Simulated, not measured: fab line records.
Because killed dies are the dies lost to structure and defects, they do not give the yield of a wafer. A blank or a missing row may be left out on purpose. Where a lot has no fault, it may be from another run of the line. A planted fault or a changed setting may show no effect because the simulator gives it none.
Split-lot study | flow rit-cmos | 5 lots, 23 wafers read, on a route of 202 steps

== ABOUT THE SPLIT ==
At RIT_FOX2_OXIDATION_00 (target thk 350.7 nm, ox time 1130 s), the setting temp-c was moved away from the recipe's 1100 C on 15 of the 23 wafers read, by -2.4% to +2.0%. This setting was run at the recipe's value on the other wafers.

== FROM THE SPLIT TO THE READING: what the file shows between them, 12 steps ==
- RIT_FOX2_THK_MEAS_01
- RIT_FOX2_CLEAN_02: cleans in dHF, time 180 s
- RIT_FOX2_WET_ETCH_03: etches Si3N4 in H3PO4, target depth 195 nm, time 2700 s
- RIT_FOX2_THK_MEAS_90
- RIT_PWELL_IMPLANT_08 (also split here: energy-kev)
- RIT_PRETRO_IMPLANT_08 (also split here: dose-cm2)
- RIT_PRETRO_STRIP_09: strips in O2, time 180 s
- RIT_GATE_WET_ETCH_00: etches SiO2 in BOE, target depth 56 nm, time 60 s
- RIT_GATE_CLEAN_01: cleans in SC1, time 600 s
- RIT_GATE_CLEAN_02: cleans in dHF, time 30 s
- RIT_GATE_CLEAN_03: cleans in SC2, time 600 s
- RIT_GATE_CLEAN_04: cleans in dHF, time 60 s

== THE READING ==
FIELD_OXIDE_LEFT_2_THK in nanometres, read at RIT_FOX2_THK_MEAS_91. Fault-free wafers of this fab line usually give 253 nm, standard deviation 7.6 nm.

wafer  | tool, chamber at the split | temp-c as run, C | against the recipe | FIELD_OXIDE_LEFT_2_THK, nm | against lot-mates on the recipe
L074.1 | -, -                       | 1081             | -1.7%              | 213                        | no lot-mate on the recipe
L074.3 | -, -                       | 1081             | -1.7%              | 220                        | no lot-mate on the recipe
L074.4 | -, -                       | 1081             | -1.7%              | 212                        | no lot-mate on the recipe
L074.5 | -, -                       | 1081             | -1.7%              | 216                        | no lot-mate on the recipe
L074.6 | -, -                       | 1081             | -1.7%              | 216                        | no lot-mate on the recipe
L078.1 | -, -                       | 1074             | -2.4%              | 215                        | no lot-mate on the recipe
L078.2 | -, -                       | 1074             | -2.4%              | 219                        | no lot-mate on the recipe
L078.4 | -, -                       | 1074             | -2.4%              | 219                        | no lot-mate on the recipe
L078.5 | -, -                       | 1074             | -2.4%              | 216                        | no lot-mate on the recipe
L078.6 | -, -                       | 1074             | -2.4%              | 218                        | no lot-mate on the recipe
L082.2 | furnace-03, 0              | 1100             | recipe             | 259                        | -
L082.5 | furnace-03, 0              | 1100             | recipe             | 264                        | -
L082.6 | furnace-03, 0              | 1100             | recipe             | 262                        | -
L083.1 | -, -                       | 1122             | +2.0%              | 287                        | no lot-mate on the recipe
L083.2 | -, -                       | 1122             | +2.0%              | 287                        | no lot-mate on the recipe
L083.3 | -, -                       | 1122             | +2.0%              | 286                        | no lot-mate on the recipe
L083.4 | -, -                       | 1122             | +2.0%              | 284                        | no lot-mate on the recipe
L083.6 | -, -                       | 1122             | +2.0%              | 283                        | no lot-mate on the recipe
L085.1 | -, -                       | 1100             | recipe             | 262                        | -
L085.2 | -, -                       | 1100             | recipe             | 266                        | -
L085.3 | -, -                       | 1100             | recipe             | 262                        | -
L085.4 | -, -                       | 1100             | recipe             | 264                        | -
L085.5 | -, -                       | 1100             | recipe             | 264                        | -

THE FIT
A straight line over all 23 wafers: FIELD_OXIDE_LEFT_2_THK changes by +17.4 nm for each +1% of temp-c; r = +0.97; the points scatter about the line by 7.6 nm.
Too few moved wafers with a lot-mate on the recipe to fit a line net of each lot's own level.

== THE WHOLE CHAIN: every reading that the file lists as answering this split, in the file's order ==
step                  | what it does                                      | reading                                                                           | change (the file's fit)              | r (the file's)
RIT_FOX2_OXIDATION_00 | target thk 350.7 nm, ox time 1130 s               | SiO2_of_FOX2_OXIDATION_00.thk-nm (the simulator's own value, which no gauge read) | +17.4 nm for each +1% of the setting | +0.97
RIT_FOX2_THK_MEAS_01  |                                                   | FOX2_OXIDE_THK                                                                    | +17.4 for each +1% of the setting    | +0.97
RIT_FOX2_THK_MEAS_90  |                                                   | FIELD_OXIDE_LEFT_1_THK                                                            | +17.3 for each +1% of the setting    | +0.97
RIT_GATE_WET_ETCH_00  | etches SiO2 in BOE, target depth 56 nm, time 60 s | SiO2_of_FOX2_OXIDATION_00.thk-nm (the simulator's own value, which no gauge read) | +17.5 nm for each +1% of the setting | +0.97
RIT_FOX2_THK_MEAS_91  |                                                   | FIELD_OXIDE_LEFT_2_THK                                                            | +17.5 for each +1% of the setting    | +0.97

== FILE'S OWN FIT ==
FIELD_OXIDE_LEFT_2_THK changes by +17.5 nm for each +1% of temp-c, r = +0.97.
